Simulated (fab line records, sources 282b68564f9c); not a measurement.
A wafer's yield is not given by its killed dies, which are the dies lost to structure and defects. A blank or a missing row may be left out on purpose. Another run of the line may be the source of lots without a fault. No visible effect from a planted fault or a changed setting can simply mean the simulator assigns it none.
Comparing a struck lot with a sound one    flow rit cmos    14 out of 202 route steps
Sound: the wafers L876.1, L876.4, L876.5. The struck wafers were L891.2, L891.4, L891.5. The cause is named last.
Order at every step that has rows: each side's tool, ch and its chambers, its first start. Under that, the readings that differ: sound wafers    struck wafers    difference of the means    sigmas: that difference in standard deviations of wafers without a fault.
alike: words and numbers the same on both sides, and readings whose means are apart by under 2 such deviations; not compared: readings that were withheld, readings missing a value for some wafer, numbers with overlapping values and no deviation given by the record, and bounds like >300 which may hide the same value.
The two part at a step that has a row with sigmas, a row that says differs or no value, or rows on one side only. Non-overlapping numbers with no deviation appear without sigmas and do not part them. A reading missing from all wafers of one side parts the sides only when that side holds two or more wafers.

RIT_PLDD_TW_MEAS_10:
  sound: film metro-03 at day 3 02:51; struck: film metro-04 at day 6 07:56
  alike: PLDD_TW
then, 4 steps without rows for these wafers: RIT_SPACER_CLEAN_00 (cleans in SC1, time 600 s); RIT_SPACER_CLEAN_01 (cleans in dHF, time 30 s); RIT_SPACER_CLEAN_02 (cleans in SC2, time 600 s); RIT_SPACER_CVD_03 (deposits Si3N4 from SiH2Cl2/NH3, target thk 250 nm, time 3300 s).
RIT_SPACER_THK_MEAS_04:
  sound: film metro-03 at day 3 05:13; struck: film metro-02 at day 6 11:15
  alike: SPACER_NITRIDE_THK
RIT_SPACER_ETCHBACK_05: etches Si3N4 in SF6/CHF3, stops on SiO2, target depth 250 nm, time 240 s.
  sound on rie diel-04 ch 0,3, day 3 05:16; struck on rie diel-02 ch 0,2, day 6 11:18
  alike: drypump motor current A, oes product au, rf fwd power W, throttle valve pct
  not compared: rf hours counter h
then, 5 steps without rows for these wafers: RIT_NSD_HMDS_00 (prime time 60 s); RIT_NSD_COAT_01 (resist thk 1000 nm); RIT_NSD_SOFTBAKE_02 (time 60 s); RIT_NSD_EXPOSE_03 (exposes mask M9, target cd 40700 nm); RIT_NSD_PEB_04.
RIT_NSD_DEVELOP_05: develop time 50 s.
  struck on litho track-04, day 6 12:00; sound on litho track-04 ch 0, day 3 06:00
  no value came back on the struck wafers for chill plate temp C (C), develop time s (s); on the sound wafers chill plate temp C (C) reads 22.98 23.10 23.08
RIT_NSD_OVL_MEAS_06:
  sound: overlay-02 at day 3 06:16; struck: overlay-01 at day 6 12:27
reading       sound        struck  difference                     sigmas
NSD_OVL (nm)  1.0 2.3 2.0  - - -   no value on the struck wafers  

== WHERE THEY PART ==
Last at RIT_NSD_OVL_MEAS_06 as far as this record goes, first at RIT_NSD_DEVELOP_05.

WHY: the cause the simulator had injected
At RIT_NSD_DEVELOP_05, the step was skipped entirely on litho track-04 from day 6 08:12 on. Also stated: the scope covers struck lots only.
